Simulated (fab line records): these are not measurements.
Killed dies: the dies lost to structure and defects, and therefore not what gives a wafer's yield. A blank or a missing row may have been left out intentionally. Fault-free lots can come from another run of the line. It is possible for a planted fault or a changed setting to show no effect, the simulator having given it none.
Problem report, 8D (eight disciplines) form, completed by code | flow berkeleyCmos170 | the parts of the form that need people (team, actions taken, sign-off) are left out

## 1. WHAT WENT WRONG
spinSpeedRpm at UCB170_M3_COAT_10 reads a mean of 1446.3 rpm on 6 wafers of 2 lots; wafers without a fault read 1500.1 rpm with a standard deviation of 0.96. Relative to the usual mean, that is a shift of -56 standard deviations.
The step: resist thk 900 nm.
Seen first at day 9 12:00 on lithoTrack-02, wafer L136.1. The record holds 18 wafers of 6 lots with a number at this step. Rule for "out", or "out of limits": more than 4 standard deviations from the usual mean. The other wafers with a number count as sound.

## 2. WHAT IT IS, WHAT IT ISN'T
question                    | is                     | is not
which readings at this step | spinSpeedRpm           | -
which lots                  | L136, L139             | L127, L131, L146, L147
which wafers of those lots  | all that have a number | -
read on which tools         | lithoTrack-02          | lithoTrack-03, lithoTrack-04
when                        | from day 9 12:00       | up to then (6 sound wafers); but 6 sound wafers of L146, L147 came after

## 3. SUSPECTS, AND WHAT RULES EACH OUT
Counting: a tool at any process step up to the reading remains a suspect when it ran all the lots that are out and ran no sound lot after the first of those.
- pvdSputter-02 at UCB170_M3_SPUTTER_01 (material Al, target thk 900 nm, time 120 s): ruled out as a lasting fault. Following L136 (day 9 11:39), the first lot on it that is out, the sound lots L147 were run on it.
- lithoTrack-02 at UCB170_M3_COAT_10 (resist thk 900 nm): kept. All lots that are out passed through it, beginning with L136 at day 9 12:00, and no sound lot followed; its final sound lot before that point was L131 at day 8 05:00. Out on those wafers are its own readings of spinSpeedRpm.
The count leaves lithoTrack-02 at UCB170_M3_COAT_10.

## 4. THE CAUSE (what the simulator had put in)
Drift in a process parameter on lithoTrack-02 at UCB170_M3_COAT_10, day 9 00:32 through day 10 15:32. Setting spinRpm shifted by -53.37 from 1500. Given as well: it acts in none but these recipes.
After counting, this tool was the only one left.

## 5. SEQUENCE OF EFFECTS, ordered by route
Each row: a reading whose mean over the struck wafers that have a number lies more than 3 standard deviations from the usual. Only readings for which the record gives a usual standard deviation are gone through. hours: the time from each lot's start at the first step in this table that gives one to its start at this step, as a median over the lots. sigmas: the change in usual standard deviations.
hours | step              | reading      | usual      | on struck wafers | change | sigmas
0     | UCB170_M3_COAT_10 | spinSpeedRpm | 1500.1 rpm | 1446.3           | -53.8  | -56
The process steps in it:
- UCB170_M3_COAT_10: resist thk 900 nm.
Later steps that measure or inspect, where all struck wafers having a row at the step show a number for every such reading and not one has moved that far: UCB170_M3_CD_MEAS_15.

## 6. WHAT WOULD HAVE CAUGHT IT SOONER
In this record no reading fell out of limits until day 9 12:00, 11 hours after the fault had begun at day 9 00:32.
